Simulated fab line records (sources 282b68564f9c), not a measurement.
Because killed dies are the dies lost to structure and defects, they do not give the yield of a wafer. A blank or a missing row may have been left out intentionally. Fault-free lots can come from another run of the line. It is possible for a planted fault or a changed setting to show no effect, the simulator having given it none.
What tool caused it? ; flow rit-cmos ; 7 lots with 21 wafers sampled at 2 steps, on a route of 202 steps

## WHAT THE GAUGES SHOWED, per wafer
RIT_SILICIDE_RS_MEAS_02: the measuring method here is four-point-probe.
lot;measured;on;SILICIDE_TI_RS (ohm/sq)
L481;day 3 17:20;film-metro-03;44.4 44.4 44.1
L483;day 3 22:46;film-metro-04;45.0 44.7 44.7
L485;day 4 09:48;film-metro-02;44.2 43.7 44.1
L491;day 5 17:08;film-metro-04;50.6 50.2 50.2
L496;day 6 14:07;film-metro-02;43.7 43.6 42.6
L500;day 7 11:28;film-metro-04;44.2 43.4 43.8
L502;day 7 22:25;film-metro-04;44.0 44.0 44.3

## EACH LOT AND THE TOOL THAT RAN IT (in order: tool; ch and the chambers of the sampled wafers; start)
lot;RIT_SILICIDE_SPUTTER_01
L481;pvd-sputter-01, day 3 17:10
L483;pvd-sputter-01, day 3 22:37
L485;pvd-sputter-01, day 4 09:39
L491;pvd-sputter-01, day 5 16:58
L496;pvd-sputter-03, day 6 13:56
L500;pvd-sputter-03, day 7 11:19
L502;pvd-sputter-04, day 7 22:14
- RIT_SILICIDE_SPUTTER_01: material Ti, target thk 30 nm, time 240 s.

## THE ANSWER, worked out from the rows above alone
Rule: usual is defined by the lots themselves. The widest of any qualifying gaps counts: lots, ordered by their means at a reading, are off when they make up no more than a third of the lots, leave a main group of 4 or more, and stand apart from it by 3 or more times the standard deviation of that group's means. A main group whose means are all the same, to the digits that the tables above print for the reading, isn't used. A lot without any number at a reading at which 4 lots or more have one is off too. Where the step has rows for the other lots, those lots are counted as sound.
Off: L491, at RIT_SILICIDE_RS_MEAS_02 (SILICIDE_TI_RS). Mean 44.0 ohm/sq and standard deviation 0.46 in the main group.
A tool fits if, at a process step before that reading, it ran every lot that is off, and no sound lot after the first of them. The gauges at RIT_SILICIDE_RS_MEAS_02 are tried like those tools. One fits: pvd-sputter-01 at RIT_SILICIDE_SPUTTER_01. A fault onset in the window from L485 (day 4 09:39, its last sound lot) to L491 (day 5 16:58, its first lot off) fits.

## WHAT WAS PUT IN BY THE SIMULATOR
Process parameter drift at RIT_SILICIDE_SPUTTER_01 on pvd-sputter-01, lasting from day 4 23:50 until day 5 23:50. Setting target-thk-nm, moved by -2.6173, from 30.
Struck lots among those shown: L491. This agrees with what the rule above found.
